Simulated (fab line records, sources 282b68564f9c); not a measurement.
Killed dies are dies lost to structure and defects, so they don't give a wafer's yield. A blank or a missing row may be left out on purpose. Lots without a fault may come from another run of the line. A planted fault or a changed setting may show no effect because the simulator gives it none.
Which tool did it? | flow rit_cmos | 14 lots, 42 wafers sampled, at 3 steps of a route of 202

WHAT THE GAUGES READ, wafer by wafer
RIT_NSD_TW_MEAS_10.
lot  | measured    | on            | NSD_TW
L892 | day 3 03:47 | film_metro-02 | 3073 3086 3075
L893 | day 3 10:44 | film_metro-01 | 3031 3029 3023
L894 | day 3 15:05 | film_metro-04 | 3117 3123 3139
L895 | day 3 21:46 | film_metro-04 | 3140 3137 3153
L896 | day 4 02:19 | film_metro-02 | 3076 3069 3055
L897 | day 4 06:40 | film_metro-04 | 3189 3156 3167
L898 | day 4 10:47 | film_metro-04 | 3137 3151 3147
L903 | day 5 21:01 | film_metro-04 | 3150 3158 3141
L906 | day 6 07:26 | film_metro-01 | 3020 3026 3038
L907 | day 6 11:13 | film_metro-02 | 3115 3104 3103
L911 | day 7 03:35 | film_metro-01 | 2806 2797 2811
L912 | day 7 07:57 | film_metro-01 | 3028 3030 3017
L913 | day 7 15:18 | film_metro-02 | 2849 2853 2854
L914 | day 7 22:11 | film_metro-04 | 3175 3157 3162

RIT_SDANNEAL_RS_MEAS_05: measures by four-point-probe.
lot  | measured    | on            | NSD_RS (ohm/sq)
L892 | day 3 05:59 | film_metro-04 | 84.4 84.3 84.4
L893 | day 3 12:49 | film_metro-04 | 84.2 84.4 84.5
L894 | day 3 17:17 | film_metro-04 | 84.3 84.0 84.3
L895 | day 3 23:56 | film_metro-04 | 84.5 84.5 84.7
L896 | day 4 04:29 | film_metro-01 | 84.8 84.8 84.7
L897 | day 4 08:50 | film_metro-04 | 84.1 84.0 84.2
L898 | day 4 12:49 | film_metro-01 | 85.1 85.3 85.3
L903 | day 5 23:10 | film_metro-04 | 83.9 83.7 84.5
L906 | day 6 09:38 | film_metro-01 | 84.2 84.5 84.4
L907 | day 6 13:25 | film_metro-04 | 84.0 84.3 84.0
L911 | day 7 05:38 | film_metro-02 | 113.1 112.9 112.5
L912 | day 7 10:07 | film_metro-04 | 84.9 84.8 84.8
L913 | day 7 17:34 | film_metro-01 | 113.6 113.1 112.9
L914 | day 8 00:23 | film_metro-01 | 84.4 84.3 84.2

WHICH TOOL RAN EACH LOT (tool, then ch and the chambers of the sampled wafers, then the start)
lot  | RIT_NSD_IMPLANT_08
L892 | implanter-01 ch 0, day 3 03:28
L893 | implanter-01 ch 0, day 3 10:27
L894 | implanter-03 ch 0, day 3 14:47
L895 | implanter-02 ch 0, day 3 21:26
L896 | implanter-01 ch 0, day 4 02:01
L897 | implanter-02 ch 0, day 4 06:23
L898 | implanter-01 ch 0, day 4 10:28
L903 | implanter-02 ch 0, day 5 20:37
L906 | implanter-03 ch 0, day 6 07:08
L907 | implanter-02 ch 0, day 6 10:53
L911 | implanter-02 ch 0, day 7 03:18
L912 | implanter-03 ch 0, day 7 07:38
L913 | implanter-02 ch 0, day 7 14:59
L914 | implanter-01 ch 0, day 7 21:53
- RIT_NSD_IMPLANT_08

WHAT THE TOOLS THEMSELVES READ (means of the sampled wafers that have a number; where no wafer has one, the mark that the record gives instead)
RIT_NSD_IMPLANT_08.
lot  | tool         | dose_ions_cm2 | faraday_current_uA
L892 | implanter-01 | 9.990e+14     | 3109
L893 | implanter-01 | 1.000e+15     | 3109
L894 | implanter-03 | 9.998e+14     | 3108
L895 | implanter-02 | 1.001e+15     | 3183
L896 | implanter-01 | 9.992e+14     | 3148
L897 | implanter-02 | 9.997e+14     | 3130
L898 | implanter-01 | 9.991e+14     | 3146
L903 | implanter-02 | 1.000e+15     | 3143
L906 | implanter-03 | 9.997e+14     | 3051
L907 | implanter-02 | 1.000e+15     | 3123
L911 | implanter-02 | 7.010e+14     | 2166
L912 | implanter-03 | 1.001e+15     | 3108
L913 | implanter-02 | 6.995e+14     | 2185
L914 | implanter-01 | 9.994e+14     | 3159

THE ANSWER, worked out from the rows above alone
Rule: what is usual is taken from the lots themselves. Put in order of their means at a reading, lots are off if they are a third of the lots or fewer, leave a main group of 4 or more, and stand apart from it by a gap of 3 or more times the standard deviation of the main group's means; of several such gaps the widest counts. A main group whose means are all the same, to the digits that the tables above print for the reading, isn't used. A lot without any number at a reading at which 4 lots or more have one is off too. The other lots that the step has rows for count as sound. The gauges are gone through in route order, then the tools' own readings, and for those a lot's mean is taken as printed above. The first step at which some lot is off is used, and at that step the reading that is off furthest; a lot without a number counts as furthest.
Off: L911, L913, at RIT_NSD_TW_MEAS_10 (NSD_TW). The main group: mean 3103, standard deviation 53.
A tool fits if, at a process step before that reading, it ran every lot that is off, and no sound lot after the first of them. The gauges at RIT_NSD_TW_MEAS_10 aren't tried: what is off there is off at RIT_NSD_IMPLANT_08 too, on other tools, and a gauge's error can't cause that. One fits: implanter-02 at RIT_NSD_IMPLANT_08. Its last sound lot is L907 (day 6 10:53), its first lot that is off L911 (day 7 03:18): a fault that began between those two fits.
The tool's own readings at RIT_NSD_IMPLANT_08 bear it out: on the lots that are off they differ by more than 5 times the standard deviation of the sound lots' means. dose_ions_cm2 reads 7.002e+14 there against 9.998e+14 on the sound lots; faraday_current_uA reads 2176 there against 3126 on the sound lots.

WHAT THE SIMULATOR HAD PUT IN
Process parameter drift: implanter-02, from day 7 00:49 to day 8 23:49, at RIT_NSD_IMPLANT_08. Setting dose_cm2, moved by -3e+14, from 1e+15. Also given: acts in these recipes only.
Lots struck among those shown: L911, L913. The rule above found the same.
